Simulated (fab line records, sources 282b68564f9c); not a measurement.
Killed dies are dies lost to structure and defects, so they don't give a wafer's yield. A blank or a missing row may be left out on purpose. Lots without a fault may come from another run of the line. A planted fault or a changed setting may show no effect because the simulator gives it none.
fab line records | flow rit_cmos
record lots=6 wafers=18 last_day=7
route steps=202 shown SDANNEAL@155 PSD@157 NSD@158 PLDD@159 NLDD@160 SILICIDE@161 CONTACT@168 M1@184
lots that met no fault: from a run of the same line without faults
start_h: hours from the record's first day to the start of the lot's first wafer shown | wait_h: hours since the lot's step before | " the same as in the row above | L1.1+2: a row that stands for several wafers | - no value, or no start given | * or withheld: withheld | < > ~ a bound
route shown NAME@n: a module of which the file shows steps, and the number in the route of the first | usual: mean/standard deviation of fault-free wafers | same: alike in all rows | chamber/n: place in a boat | sites: the reading at each site | _std_site: their standard deviation | _edge_site: outer sites' mean less inner sites' | radius_mm: how far each site lies from the wafer's centre | mask NAME#n: copy n | behind: the tool/chamber that last shaped the wafer | hold: why the lot was held/for how many hours/how that ended | device: the transistor (n, p or np) that didn't switch | end of line: the same wafers' tests at the end of the route | a step without rows: its recipe alone | killed: dies lost to structure and defects at the first sort, not the wafer's yield | map: a wafer's dies, x killed, . not, _ none there
set.NAME: the setting as run; set.NAME@STEP: as run at that earlier step | model.NAME: the simulator's own value behind a step, which no gauge read
lots at some steps of the route; a table a step, a row a wafer
services: from which hour (start_h, from the record's first day; less than 0 if before it) a tool's chamber was out of use, for how many hours, and why
## steps
# step RIT_SDANNEAL_CLEAN_02
# recipe chemistry=SC2 mix=3:3:50 time_s=600 temp_c=75 dry=n2_spin
# step RIT_SDANNEAL_RTA_03
# recipe temp_c=1050 time_s=5 idle_temp_c=600 ramp_up_c_per_s=342 ramp_down_c_per_s=171 cool_to_c=600 ambient=N2
# usual wafer_temp_C_max=1053.5/1.2
# columns lot.wafer tool chamber start_h wait_h wafer_temp_C_max
L621.2 rtp_anneal-01 0 77.45 0.0 1055.4
L621.3 " 0 " " 1052.1
L621.5 " 0 " " 1052.1
L628.1 rtp_anneal-02 0 111.89 0.0 1051.4
L628.4 " 0 " " 1055.4
L628.5 " 0 " " 1052.6
L629.4 rtp_anneal-01 0 116.84 0.0 1056.2
L629.5 " 0 " " 1054.8
L629.6 " 0 " " 1054.2
L630.1 rtp_anneal-02 0 124.81 0.0 1054.6
L630.5 " 0 " " 1054.0
L630.6 " 0 " " 1053.9
L631.1 rtp_anneal-02 0 133.81 0.0 1052.8
L631.3 " 0 " " 1052.0
L631.4 " 0 " " 1052.5
L636.1 rtp_anneal-02 0 165.55 0.0 1055.9
L636.3 " 0 " " 1052.8
L636.6 " 0 " " 1051.4
# step RIT_SDANNEAL_RS_MEAS_04
# recipe thk_meas_gauge=four-point-probe
# usual PSD_RS=115.97/0.28
# columns lot.wafer tool chamber start_h wait_h PSD_RS[ohm/sq]
L621.2 film_metro-01 - 77.52 0.1 115.66
L621.3 " - " " 116.10
L621.5 " - " " 115.60
L628.1 film_metro-01 - 111.95 0.0 115.96
L628.4 " - " " 115.97
L628.5 " - " " 116.37
L629.4 film_metro-04 - 116.93 0.1 116.24
L629.5 " - " " 116.45
L629.6 " - " " 116.25
L630.1 film_metro-04 - 124.87 0.0 115.94
L630.5 " - " " 115.64
L630.6 " - " " 115.43
L631.1 film_metro-03 - 133.87 0.0 115.51
L631.3 " - " " 116.17
L631.4 " - " " 115.93
L636.1 film_metro-03 - 165.61 0.0 115.44
L636.3 " - " " 115.72
L636.6 " - " " 115.46
# step RIT_SDANNEAL_RS_MEAS_05
# recipe thk_meas_gauge=four-point-probe
# usual NSD_RS=84.61/0.24
# columns lot.wafer tool chamber start_h wait_h NSD_RS[ohm/sq]
L621.2 film_metro-01 - 77.64 0.1 85.06
L621.3 " - " " 84.85
L621.5 " - " " 84.91
L628.1 film_metro-01 - 112.07 0.1 84.75
L628.4 " - " " 84.69
L628.5 " - " " 84.44
L629.4 film_metro-04 - 117.05 0.1 84.46
L629.5 " - " " 84.55
L629.6 " - " " 84.01
L630.1 film_metro-04 - 124.99 0.1 84.61
L630.5 " - " " 84.39
L630.6 " - " " 84.80
L631.1 film_metro-03 - 133.99 0.1 84.23
L631.3 " - " " 84.57
L631.4 " - " " 84.67
L636.1 film_metro-03 - 165.73 0.1 84.49
L636.3 " - " " 84.66
L636.6 " - " " 84.70
# step RIT_SDANNEAL_RS_MEAS_06
# recipe thk_meas_gauge=four-point-probe
# usual PLDD_RS=178.8/0.46
# columns lot.wafer tool chamber start_h wait_h PLDD_RS[ohm/sq]
L621.2 film_metro-01 - 77.76 0.1 178.5
L621.3 " - " " 178.8
L621.5 " - " " 178.1
L628.1 film_metro-01 - 112.19 0.1 178.7
L628.4 " - " " 179.0
L628.5 " - " " 179.0
L629.4 film_metro-04 - 117.17 0.1 179.2
L629.5 " - " " 178.9
L629.6 " - " " 178.6
L630.1 film_metro-04 - 125.11 0.1 179.3
L630.5 " - " " 178.6
L630.6 " - " " 179.5
L631.1 film_metro-03 - 134.11 0.1 179.4
L631.3 " - " " 178.5
L631.4 " - " " 178.8
L636.1 film_metro-03 - 165.85 0.1 178.3
L636.3 " - " " 178.6
L636.6 " - " " 178.9
# step RIT_SDANNEAL_RS_MEAS_07
# recipe thk_meas_gauge=four-point-probe
# usual NLDD_RS=151.6/0.52
# columns lot.wafer tool chamber start_h wait_h NLDD_RS[ohm/sq]
L621.2 film_metro-01 - 77.88 0.1 151.0
L621.3 " - " " 151.0
L621.5 " - " " 151.2
L628.1 film_metro-01 - 112.31 0.1 151.3
L628.4 " - " " 151.9
L628.5 " - " " 151.7
L629.4 film_metro-04 - 117.29 0.1 152.3
L629.5 " - " " 152.3
L629.6 " - " " 152.5
L630.1 film_metro-04 - 125.23 0.1 150.9
L630.5 " - " " 150.9
L630.6 " - " " 151.0
L631.1 film_metro-03 - 134.23 0.1 150.4
L631.3 " - " " 151.0
L631.4 " - " " 151.0
L636.1 film_metro-03 - 165.97 0.1 151.7
L636.3 " - " " 151.6
L636.6 " - " " 151.0
# step RIT_SILICIDE_WET_ETCH_00
# recipe chemistry=BOE target=SiO2 target_depth_nm=14 time_s=15 dry=n2_spin dilution=10:1 temp_c=21.5
# step RIT_SILICIDE_SPUTTER_01
# recipe material=Ti target_thk_nm=30 power_w=350 chamber_pressure_pa=0.667 gas=Ar time_s=240 substrate_temp_c=25
# step RIT_SILICIDE_RS_MEAS_02
# recipe thk_meas_gauge=four-point-probe reads=Ti_of_SILICIDE_SPUTTER_01
# usual SILICIDE_TI_RS=47.6/0.67
# columns lot.wafer tool chamber start_h wait_h SILICIDE_TI_RS[ohm/sq]
L621.2 film_metro-04 - 78.17 0.1 47.4
L621.3 " - " " 48.1
L621.5 " - " " 47.4
L628.1 film_metro-04 - 112.59 0.1 45.6
L628.4 " - " " 47.1
L628.5 " - " " 47.3
L629.4 film_metro-01 - 117.57 0.1 46.8
L629.5 " - " " 46.9
L629.6 " - " " 46.9
L630.1 film_metro-01 - 125.51 0.1 45.8
L630.5 " - " " 47.6
L630.6 " - " " 47.6
L631.1 film_metro-01 - 134.51 0.1 47.8
L631.3 " - " " 48.8
L631.4 " - " " 47.5
L636.1 film_metro-04 - 166.26 0.1 46.7
L636.3 " - " " 47.6
L636.6 " - " " 47.7
# step RIT_SILICIDE_THK_MEAS_03
# recipe thk_meas_gauge=xrf reads=Ti_of_SILICIDE_SPUTTER_01
# usual SILICIDE_TI_THK=30.3/0.36
# columns lot.wafer tool chamber start_h wait_h SILICIDE_TI_THK[nm]
L621.2 film_metro-04 - 78.28 0.1 30.2
L621.3 " - " " 30.0
L621.5 " - " " 30.5
L628.1 film_metro-04 - 112.71 0.1 31.3
L628.4 " - " " 30.4
L628.5 " - " " 30.4
L629.4 film_metro-01 - 117.66 0.1 31.0
L629.5 " - " " 30.8
L629.6 " - " " 31.0
L630.1 film_metro-01 - 125.63 0.1 31.1
L630.5 " - " " 30.3
L630.6 " - " " 30.3
L631.1 film_metro-01 - 134.63 0.1 30.2
L631.3 " - " " 29.9
L631.4 " - " " 30.5
L636.1 film_metro-04 - 166.38 0.1 30.8
L636.3 " - " " 30.2
L636.6 " - " " 30.2
# step RIT_SILICIDE_RTA_04
# recipe temp_c=650 time_s=10 idle_temp_c=25 ramp_up_s=5 ramp_down_s=5 cool_to_c=25 ambient=N2
# usual wafer_temp_C_max=653.4/0.84
# columns lot.wafer tool chamber start_h wait_h wafer_temp_C_max
L621.2 rtp_anneal-02 0 78.34 0.1 652.1
L621.3 " 0 " " 652.5
L621.5 " 0 " " 651.9
L628.1 rtp_anneal-01 0 112.77 0.1 654.2
L628.4 " 0 " " 653.3
L628.5 " 0 " " 653.8
L629.4 rtp_anneal-02 0 117.76 0.1 652.1
L629.5 " 0 " " 652.0
L629.6 " 0 " " 652.5
L630.1 rtp_anneal-01 0 125.69 0.1 654.9
L630.5 " 0 " " 654.2
L630.6 " 0 " " 653.5
L631.1 rtp_anneal-01 0 134.69 0.1 653.3
L631.3 " 0 " " 654.6
L631.4 " 0 " " 654.1
L636.1 rtp_anneal-02 0 166.44 0.1 652.2
L636.3 " 0 " " 653.5
L636.6 " 0 " " 652.7
# step RIT_SILICIDE_WET_ETCH_05
# recipe chemistry=SPM target=Ti temp_c=90 time_s=120 dry=n2_spin
# step RIT_SILICIDE_RTA_06
# recipe temp_c=750 time_s=10 idle_temp_c=25 ramp_up_s=5 ramp_down_s=10 cool_to_c=25 ambient=N2
# usual wafer_temp_C_max=754.0/0.9
# columns lot.wafer tool chamber start_h wait_h wafer_temp_C_max
L621.2 rtp_anneal-01 0 78.45 0.0 755.1
L621.3 " 0 " " 754.4
L621.5 " 0 " " 754.2
L628.1 rtp_anneal-02 0 112.88 0.0 753.8
L628.4 " 0 " " 753.7
L628.5 " 0 " " 754.0
L629.4 rtp_anneal-01 0 117.90 0.0 753.5
L629.5 " 0 " " 753.7
L629.6 " 0 " " 753.9
L630.1 rtp_anneal-02 0 125.80 0.0 753.4
L630.5 " 0 " " 754.0
L630.6 " 0 " " 753.9
L631.1 rtp_anneal-02 0 134.80 0.0 753.7
L631.3 " 0 " " 753.0
L631.4 " 0 " " 754.1
L636.1 rtp_anneal-01 0 166.55 0.0 754.1
L636.3 " 0 " " 755.0
L636.6 " 0 " " 755.0
# step RIT_CONTACT_CVD_00
# recipe material=SiO2 target_thk_nm=400 precursor=TEOS temp_c=390 time_s=61 rf_w=400
# step RIT_CONTACT_THK_MEAS_01
# recipe reads=SiO2_of_CONTACT_CVD_00
# usual CONTACT_TEOS_THK=399/7.1
# columns lot.wafer tool chamber start_h wait_h CONTACT_TEOS_THK[nm]
L621.2 film_metro-03 - 78.56 0.0 393
L621.3 " - " " 394
L621.5 " - " " 403
L628.1 film_metro-02 - 112.99 0.0 400
L628.4 " - " " 408
L628.5 " - " " 408
L629.4 film_metro-04 - 118.01 0.0 405
L629.5 " - " " 398
L629.6 " - " " 402
L630.1 film_metro-03 - 125.92 0.0 397
L630.5 " - " " 387
L630.6 " - " " 401
L631.1 film_metro-03 - 134.92 0.0 394
L631.3 " - " " 396
L631.4 " - " " 404
L636.1 film_metro-03 - 166.66 0.0 395
L636.3 " - " " 385
L636.6 " - " " 398
# step RIT_CONTACT_HMDS_02
# recipe prime_time_s=60 prime_temp_c=140
# step RIT_CONTACT_COAT_03
# recipe resist=NOVOLAK spin_rpm=3250 resist_thk_nm=1000
# step RIT_CONTACT_SOFTBAKE_04
# recipe resist=NOVOLAK temp_c=90 time_s=60
# step RIT_CONTACT_EXPOSE_05
# recipe mask_id=M11 na=0.6 source_shape=conventional sigma_outer=0.5 target_cd_nm=1000 dose_mj=250
# step RIT_CONTACT_PEB_06
# recipe resist=NOVOLAK temp_c=withheld time_s=withheld
# step RIT_CONTACT_DEVELOP_07
# recipe resist=NOVOLAK develop_time_s=120 dev_temp_c=23
# step RIT_CONTACT_CD_MEAS_08
# recipe target_cd_nm=1000
# usual cd_nm=999.8/2.1
# columns lot.wafer tool chamber start_h wait_h cd_nm
L621.2 cd_sem-02 - 79.84 - 997.1
L621.3 " - " " 1001.6
L621.5 " - " " 1000.2
L628.1 cd_sem-01 - 114.15 - 1001.6
L628.4 " - " " 1000.9
L628.5 " - " " 999.9
L629.4 cd_sem-01 - 119.07 - 999.7
L629.5 " - " " 1001.1
L629.6 " - " " 1000.5
L630.1 cd_sem-01 - 126.95 - 1001.1
L630.5 " - " " 1001.2
L630.6 " - " " 1002.0
L631.1 cd_sem-01 - 135.95 - 1003.2
L631.3 " - " " 1004.5
L631.4 " - " " 1004.0
L636.1 cd_sem-02 - 167.81 - 1001.9
L636.3 " - " " 1003.3
L636.6 " - " " 1001.4
# step RIT_CONTACT_OVL_MEAS_09
# usual CONTACT_OVL=-0.4/1.2
# columns lot.wafer tool chamber start_h wait_h CONTACT_OVL[nm]
L621.2 overlay-01 - 79.94 0.1 -0.3
L621.3 " - " " -0.7
L621.5 " - " " -1.2
L628.1 overlay-02 - 114.27 0.1 -0.2
L628.4 " - " " -0.8
L628.5 " - " " -1.4
L629.4 overlay-02 - 119.15 0.1 -2.1
L629.5 " - " " -2.0
L629.6 " - " " -1.9
L630.1 overlay-02 - 127.07 0.1 -0.6
L630.5 " - " " -2.9
L630.6 " - " " -1.3
L631.1 overlay-01 - 136.07 0.1 0.2
L631.3 " - " " -1.2
L631.4 " - " " 2.1
L636.1 overlay-02 - 167.93 0.1 2.3
L636.3 " - " " 2.1
L636.6 " - " " 1.1
# step RIT_CONTACT_HARDBAKE_10
# recipe resist=NOVOLAK temp_c=140 time_s=60
# step RIT_CONTACT_ETCH_11
# recipe target_depth_a=4800 over_etch_frac=0.2 stop_on=TiSi2 chemistry=CHF3/CF4/Ar target=SiO2 CHF3_flow_sccm=50 cf4_flow_sccm=10 Ar_flow_sccm=100 O2_flow_sccm=5 pressure_mtorr=100 rf_w=200 time_s=320
# step RIT_CONTACT_STRIP_12
# recipe chemistry=O2 time_s=180 resist=NOVOLAK platen_temp_c=withheld power_w=500 pressure_mtorr=4000 o2_flow_sccm=4000
# usual drypump_motor_current_A=5.5/0.49
# columns lot.wafer tool chamber start_h wait_h drypump_motor_current_A rf_hours_counter_h
L621.2 plasma_asher-03 1 80.32 0.1 5.3 29
L621.3 " 0 " " 5.8 -
L621.5 " 1 " " 5.3 -
L628.1 plasma_asher-03 0 114.65 0.1 5.8 32
L628.4 " 0 " " 5.7 -
L628.5 " 1 " " 5.2 -
L629.4 plasma_asher-02 1 119.57 0.2 5.9 -
L629.5 " 1 " " 5.9 -
L629.6 " 0 " " 6.5 -
L630.1 plasma_asher-01 1 127.45 0.1 4.9 40
L630.5 " 1 " " 4.9 -
L630.6 " 0 " " 5.3 -
L631.1 plasma_asher-01 1 136.45 0.1 4.9 41
L631.3 " 0 " " 5.3 -
L631.4 " 1 " " 4.9 -
L636.1 plasma_asher-03 0 168.31 0.1 5.7 37
L636.3 " 1 " " 5.2 -
L636.6 " 0 " " 5.7 -
# step RIT_CONTACT_CD_MEAS_90
# recipe target_cd_nm=1000
# usual cd_nm=999.7/2.2
# columns lot.wafer tool chamber start_h wait_h cd_nm
L621.2 cd_sem-02 - 80.51 0.1 996.6
L621.3 " - " " 1000.7
L621.5 " - " " 1000.4
L628.1 cd_sem-02 - 114.82 0.1 1000.9
L628.4 " - " " 1001.1
L628.5 " - " " 999.4
L629.4 cd_sem-02 - 119.75 0.1 1000.1
L629.5 " - " " 1000.9
L629.6 " - " " 1000.8
L630.1 cd_sem-02 - 127.63 0.1 1001.0
L630.5 " - " " 1001.0
L630.6 " - " " 1001.0
L631.1 cd_sem-02 - 136.62 0.1 1003.0
L631.3 " - " " 1004.0
L631.4 " - " " 1004.1
L636.1 cd_sem-01 - 168.49 0.1 1001.7
L636.3 " - " " 1003.3
L636.6 " - " " 1002.1
# step RIT_CONTACT_CLEAN_13
# recipe chemistry=SC1 mix=3:3:50 time_s=600 temp_c=75
# step RIT_CONTACT_CLEAN_14
# recipe chemistry=SC2 mix=3:3:50 time_s=600 temp_c=75 dry=n2_spin
# step RIT_M1_SPUTTER_00
# recipe material=Al target_thk_nm=400 power_w=2000 chamber_pressure_pa=0.4 gas=Ar time_s=500 substrate_temp_c=25
# usual throttle_valve_pct=30.2/0.84
# columns lot.wafer tool chamber start_h wait_h throttle_valve_pct
L621.2 pvd_sputter-02 - 80.98 0.0 31.5
L621.3 " - " " 30.1
L621.5 " - " " 29.5
L628.1 pvd_sputter-02 - 115.29 0.0 31.6
L628.4 " - " " 29.9
L628.5 " - " " 31.8
L629.4 pvd_sputter-04 - 120.17 0.0 29.7
L629.5 " - " " 30.0
L629.6 " - " " 29.9
L630.1 pvd_sputter-02 - 128.10 0.0 30.5
L630.5 " - " " 30.1
L630.6 " - " " 29.4
L631.1 pvd_sputter-02 - 137.09 0.0 29.6
L631.3 " - " " 30.1
L631.4 " - " " 31.7
L636.1 pvd_sputter-02 - 168.99 0.0 29.7
L636.3 " - " " 31.5
L636.6 " - " " 31.4
# step RIT_M1_RS_MEAS_01
# recipe thk_meas_gauge=four-point-probe reads=Al_of_M1_SPUTTER_00
# usual M1_AL_RS=0.0739/0.00083
# columns lot.wafer tool chamber start_h wait_h M1_AL_RS[ohm/sq]
L621.2 film_metro-04 - 81.29 0.2 0.0742
L621.3 " - " " 0.0731
L621.5 " - " " 0.0740
L628.1 film_metro-04 - 115.59 0.1 0.0734
L628.4 " - " " 0.0740
L628.5 " - " " 0.0735
L629.4 film_metro-04 - 120.53 0.2 0.0745
L629.5 " - " " 0.0734
L629.6 " - " " 0.0740
L630.1 film_metro-03 - 128.39 0.1 0.0726
L630.5 " - " " 0.0726
L630.6 " - " " 0.0740
L631.1 film_metro-03 - 137.39 0.1 0.0741
L631.3 " - " " 0.0730
L631.4 " - " " 0.0741
L636.1 film_metro-03 - 169.29 0.1 0.0752
L636.3 " - " " 0.0754
L636.6 " - " " 0.0753
# step RIT_M1_THK_MEAS_02
# recipe thk_meas_gauge=xrf reads=Al_of_M1_SPUTTER_00
# usual M1_AL_THK=395/4.9
# columns lot.wafer tool chamber start_h wait_h M1_AL_THK[nm]
L621.2 film_metro-04 - 81.40 0.1 391
L621.3 " - " " 399
L621.5 " - " " 394
L628.1 film_metro-04 - 115.71 0.1 397
L628.4 " - " " 392
L628.5 " - " " 396
L629.4 film_metro-04 - 120.62 0.1 393
L629.5 " - " " 398
L629.6 " - " " 395
L630.1 film_metro-03 - 128.51 0.1 405
L630.5 " - " " 404
L630.6 " - " " 398
L631.1 film_metro-03 - 137.51 0.1 394
L631.3 " - " " 403
L631.4 " - " " 395
L636.1 film_metro-03 - 169.41 0.1 387
L636.3 " - " " 386
L636.6 " - " " 388
# step RIT_M1_HMDS_03
# recipe prime_time_s=60 prime_temp_c=140
# step RIT_M1_COAT_04
# recipe resist=NOVOLAK spin_rpm=2000 resist_thk_nm=1300
# step RIT_M1_SOFTBAKE_05
# recipe resist=NOVOLAK temp_c=90 time_s=60
# step RIT_M1_EXPOSE_06
# recipe mask_id=M12 na=0.6 source_shape=conventional sigma_outer=0.5 target_cd_nm=2600 dose_mj=250
# step RIT_M1_PEB_07
# recipe resist=NOVOLAK temp_c=withheld time_s=withheld
# step RIT_M1_DEVELOP_08
# recipe resist=NOVOLAK develop_time_s=68 dev_temp_c=23
# step RIT_M1_CD_MEAS_09
# recipe target_cd_nm=2600
# usual cd_nm=2599.7/2
# columns lot.wafer tool chamber start_h wait_h cd_nm
L621.2 cd_sem-01 - 82.37 - 2600.0
L621.3 " - " " 2602.9
L621.5 " - " " 2601.1
L628.1 cd_sem-01 - 116.87 - 2598.9
L628.4 " - " " 2600.0
L628.5 " - " " 2598.7
L629.4 cd_sem-01 - 121.59 - 2600.1
L629.5 " - " " 2599.8
L629.6 " - " " 2599.4
L630.1 cd_sem-02 - 129.45 - 2597.3
L630.5 " - " " 2599.4
L630.6 " - " " 2596.6
L631.1 cd_sem-01 - 138.45 - 2598.4
L631.3 " - " " 2597.3
L631.4 " - " " 2597.9
L636.1 cd_sem-01 - 170.35 - 2602.3
L636.3 " - " " 2601.9
L636.6 " - " " 2598.3
# step RIT_M1_OVL_MEAS_10
# usual M1_OVL=-0.3/1.6
# columns lot.wafer tool chamber start_h wait_h M1_OVL[nm]
L621.2 overlay-02 - 82.48 0.1 -0.8
L621.3 " - " " -2.0
L621.5 " - " " -0.9
L628.1 overlay-02 - 116.99 0.1 -1.1
L628.4 " - " " -0.6
L628.5 " - " " 0.0
L629.4 overlay-02 - 121.67 0.1 -1.5
L629.5 " - " " -2.6
L629.6 " - " " -1.3
L630.1 overlay-02 - 129.57 0.1 0.7
L630.5 " - " " 2.0
L630.6 " - " " 0.9
L631.1 overlay-02 - 138.57 0.1 -2.7
L631.3 " - " " -1.1
L631.4 " - " " -2.9
L636.1 overlay-01 - 170.47 0.1 1.9
L636.3 " - " " 0.7
L636.6 " - " " 0.3
# step RIT_M1_HARDBAKE_11
# recipe resist=NOVOLAK temp_c=140 time_s=120
# step RIT_M1_METAL_ETCH_12
# recipe stop_on=SiO2 chemistry=Cl2/BCl3 target=Al time_s=165 over_etch_frac=0.5 pressure_mtorr=100 target_depth_a=6000 rf_w=250 Cl2_flow_sccm=60 bcl3_flow_sccm=50
# usual drypump_motor_current_A=5.5/0.36 oes_product_au=0.776/0.0096 throttle_valve_pct=8.43/0.11
# columns lot.wafer tool chamber start_h wait_h drypump_motor_current_A oes_product_au rf_hours_counter_h throttle_valve_pct
L621.2 rie_metal-01 1 83.00 0.2 5.1 0.763 3 8.50
L621.3 " 0 " " 5.6 0.782 - 8.55
L621.5 " 1 " " 5.1 0.762 - 8.47
L628.1 rie_metal-02 1 117.27 0.2 5.8 0.791 37 8.51
L628.4 " 1 " " 5.8 0.775 - 8.51
L628.5 " 1 " " 5.8 0.783 - 8.50
L629.4 rie_metal-01 1 121.99 0.1 5.1 0.766 - 8.48
L629.5 " 0 " " 5.5 0.785 - 8.56
L629.6 " 1 " " 5.1 0.771 - 8.49
L630.1 rie_metal-04 0 129.86 0.2 5.5 0.779 5 8.41
L630.5 " 0 " " 5.5 0.791 - 8.42
L630.6 " 1 " " 5.0 0.771 - 8.33
L631.1 rie_metal-04 1 138.85 0.2 5.0 0.780 5 8.34
L631.3 " 0 " " 5.4 0.788 - 8.43
L631.4 " 1 " " 5.0 0.777 - 8.34
L636.1 rie_metal-01 0 170.75 0.2 5.6 0.780 4 8.56
L636.3 " 1 " " 5.1 0.764 - 8.49
L636.6 " 0 " " 5.6 0.774 - 8.56
# step RIT_M1_PROBE_99
# usual killed_at_contacts=0.1/0.27 killed_at_front_end=7/3.1 killed_dies=7/3.2 killed_open=3.8/2.1 killed_short=3.6/2
# same gross_dies=264 killed_at_M0_to_M3=0 killed_at_M4_up=0 killed_at_back_side=0 killed_at_other=0
# columns lot.wafer tool chamber start_h wait_h killed_at_contacts killed_at_front_end killed_dies killed_open killed_short model.etest.npoly_sal.rs_ohm_sq model.etest.pplus_sal.rs_ohm_sq model.etest.nplus_sal.rs_ohm_sq model.etest.ppoly_sal.rs_ohm_sq model.etest.pplus_sal.line_ohm_um model.etest.nplus_sal.line_ohm_um model.etest.contact_pplus.rc_ohm
L621.2 prober-01 - 85.30 0.1 0 6 6 4 2 4.362 4.323 4.284 4.358 1.278 1.265 1.369
L621.3 prober-01 - 85.35 0.2 1 4 5 3 2 4.378 4.359 4.346 4.348 1.27 1.273 1.415
L621.5 prober-01 - 85.45 0.2 0 7 7 4 3 4.374 4.306 4.309 4.243 1.261 1.23 1.376
L628.1 prober-02 - 119.58 0.1 0 4 4 2 2 4.175 4.152 4.109 4.136 1.197 1.218 1.359
L628.4 prober-02 - 119.73 0.2 0 3 3 3 0 4.266 4.196 4.22 4.222 1.22 1.207 1.406
L628.5 prober-02 - 119.78 0.2 0 3 3 1 2 4.25 4.257 4.244 4.236 1.253 1.226 1.315
L629.4 prober-01 - 124.34 0.2 0 10 10 2 8 4.279 4.187 4.174 4.231 1.222 1.231 1.334
L629.5 prober-01 - 124.39 0.2 0 12 12 6 6 4.275 4.261 4.257 4.248 1.237 1.234 1.39
L629.6 prober-01 - 124.44 0.2 0 7 7 4 3 4.284 4.224 4.213 4.23 1.239 1.227 1.351
L630.1 prober-02 - 132.11 0.1 0 8 8 2 6 4.015 4.027 3.992 3.982 1.151 1.172 1.28
L630.5 prober-02 - 132.31 0.2 1 8 9 5 4 4.103 4.104 4.107 4.075 1.214 1.21 1.365
L630.6 prober-02 - 132.36 0.2 0 5 5 2 3 4.151 4.11 4.1 4.123 1.18 1.177 1.352
L631.1 prober-01 - 141.54 0.1 0 11 11 9 2 4.159 4.139 4.131 4.092 1.191 1.194 1.355
L631.3 prober-01 - 141.64 0.2 0 3 3 1 2 4.212 4.166 4.145 4.15 1.207 1.187 1.337
L631.4 prober-01 - 141.69 0.2 0 6 6 3 3 4.139 4.117 4.081 4.092 1.189 1.178 1.325
L636.1 prober-02 - 173.00 0.1 0 7 7 3 4 4.318 4.275 4.284 4.279 1.224 1.224 1.335
L636.3 prober-02 - 173.10 0.2 0 4 4 3 1 4.394 4.351 4.295 4.358 1.261 1.258 1.396
L636.6 prober-02 - 173.25 0.2 0 14 14 7 7 4.356 4.359 4.329 4.367 1.251 1.227 1.383
# killed by level:class
L621.2 GATE:geometric_particle:open=1 GATE:geometric_particle:short=1 REOX:geometric_particle:open=1 SPACER:geometric_particle:open=1 SPACER:geometric_particle:short=1 SILICIDE:geometric_particle:open=1
L621.3 ACTIVE:geometric_particle:open=1 FOX2:geometric_particle:short=1 GATE:geometric_particle:short=1 REOX:geometric_particle:open=1 CONTACT:geometric_particle:open=1
L621.5 FOX2:geometric_particle:short=2 GATE:geometric_particle:open=2 SPACER:geometric_particle:open=1 GATE:geometric_particle:short=1 SILICIDE:geometric_particle:open=1
L628.1 GATE:geometric_particle:open=2 SPACER:geometric_particle:short=2
L628.4 GATE:geometric_particle:open=2 FOX1:geometric_particle:open=1
L628.5 GATE:geometric_particle:short=1 SPACER:geometric_particle:short=1 SILICIDE:geometric_particle:open=1
L629.4 FOX1:geometric_particle:short=2 FOX2:geometric_particle:short=2 GATE:geometric_particle:short=2 SPACER:geometric_particle:short=2 GATE:geometric_particle:open=1 SPACER:geometric_particle:open=1
L629.5 GATE:geometric_particle:open=5 SPACER:geometric_particle:short=3 GATE:geometric_particle:short=2 FOX1:geometric_particle:open=1 FOX1:geometric_particle:short=1
L629.6 REOX:geometric_particle:short=2 ACTIVE:geometric_particle:open=1 GATE:geometric_particle:open=1 GATE:geometric_particle:short=1 SPACER:geometric_particle:open=1 SILICIDE:geometric_particle:open=1
L630.1 FOX1:geometric_particle:short=2 SPACER:geometric_particle:short=2 GATE:geometric_particle:short=1 REOX:geometric_particle:short=1 REOX:geometric_particle:open=1 SPACER:geometric_particle:open=1
L630.5 FOX1:geometric_particle:short=1 FOX2:geometric_particle:open=1 FOX2:geometric_particle:short=1 GATE:geometric_particle:short=1 REOX:geometric_particle:open=1 SPACER:geometric_particle:open=1 SPACER:geometric_particle:short=1 SILICIDE:geometric_particle:open=1
L630.6 FOX1:geometric_particle:open=2 FOX1:geometric_particle:short=2 GATE:geometric_particle:short=1
L631.1 SPACER:geometric_particle:open=4 GATE:geometric_particle:short=2 SILICIDE:geometric_particle:open=2 FOX1:geometric_particle:open=1 GATE:geometric_particle:open=1 REOX:geometric_particle:open=1
L631.3 FOX1:geometric_particle:short=1 GATE:geometric_particle:short=1 GATE:geometric_particle:open=1
L631.4 GATE:geometric_particle:open=2 GATE:geometric_particle:short=1 REOX:geometric_particle:short=1 SILICIDE:geometric_particle:open=1 SILICIDE:geometric_particle:short=1
L636.1 GATE:geometric_particle:short=4 FOX1:geometric_particle:open=1 GATE:geometric_particle:open=1 SPACER:geometric_particle:open=1
L636.3 SILICIDE:geometric_particle:open=2 GATE:geometric_particle:short=1 SPACER:geometric_particle:open=1
L636.6 GATE:geometric_particle:short=3 SILICIDE:geometric_particle:short=3 SILICIDE:geometric_particle:open=3 GATE:geometric_particle:open=2 REOX:geometric_particle:open=2 SPACER:geometric_particle:short=1
## services
# columns tool chamber start_h hours kind
plasma_asher-03 - 54.35 4.3 repair
rie_metal-04 - 54.64 2.8 pm
plasma_asher-01 - 54.84 6.3 repair
pvd_sputter-02 - 70.88 4.7 repair
rie_metal-04 - 91.14 0.1 repair
plasma_asher-02 - 108.75 9.0 pm
plasma_asher-02 0 108.75 9.0 vent_cycle
plasma_asher-02 1 108.75 9.0 vent_cycle
rie_metal-01 - 112.92 1.4 pm
plasma_asher-02 0 117.75 - clean
plasma_asher-02 1 117.75 - clean
rie_metal-02 - 125.76 14.6 pm
rie_metal-02 - 140.36 20.0 pm
rie_metal-02 0 140.36 20.0 vent_cycle
rie_metal-02 1 140.36 20.0 vent_cycle
rie_metal-04 1 154.11 3.1 repair
rie_metal-02 - 160.36 2.8 pm
rie_metal-02 0 160.36 - clean
rie_metal-02 1 160.36 - clean
rie_metal-01 1 167.70 1.4 repair
## key
first_sign none at tools or gauges
model_effect step=RIT_M1_PROBE_99 value=etest.npoly_sal.rs_ohm_sq without=4.291 struck=4.13
met_at RIT_SILICIDE_RTA_06
struck_wafers L630.1,L630.5,L630.6,L631.1,L631.3,L631.4
tester_left_out L630,L631
onset_between 112.88 125.80
also_fits RIT_SILICIDE_RTA_04:rtp_anneal-01,RIT_CONTACT_STRIP_12:plasma_asher-01,RIT_M1_METAL_ETCH_12:rie_metal-04
fault kind=process_parameter_drift tool=rtp_anneal-02 chamber=- onset_h=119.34 steps=RIT_SILICIDE_RTA_06 channel=time_s offset=* shape=step end_h=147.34 acts_in=* stated=*
# tester_left_out: of these lots the tester's yield and bins aren't shown, on N5 and GAA mostly nor the transistor test; their killed dies are dies lost to structure and defects alone, not to doping, threshold or leakage, so they don't give the yield
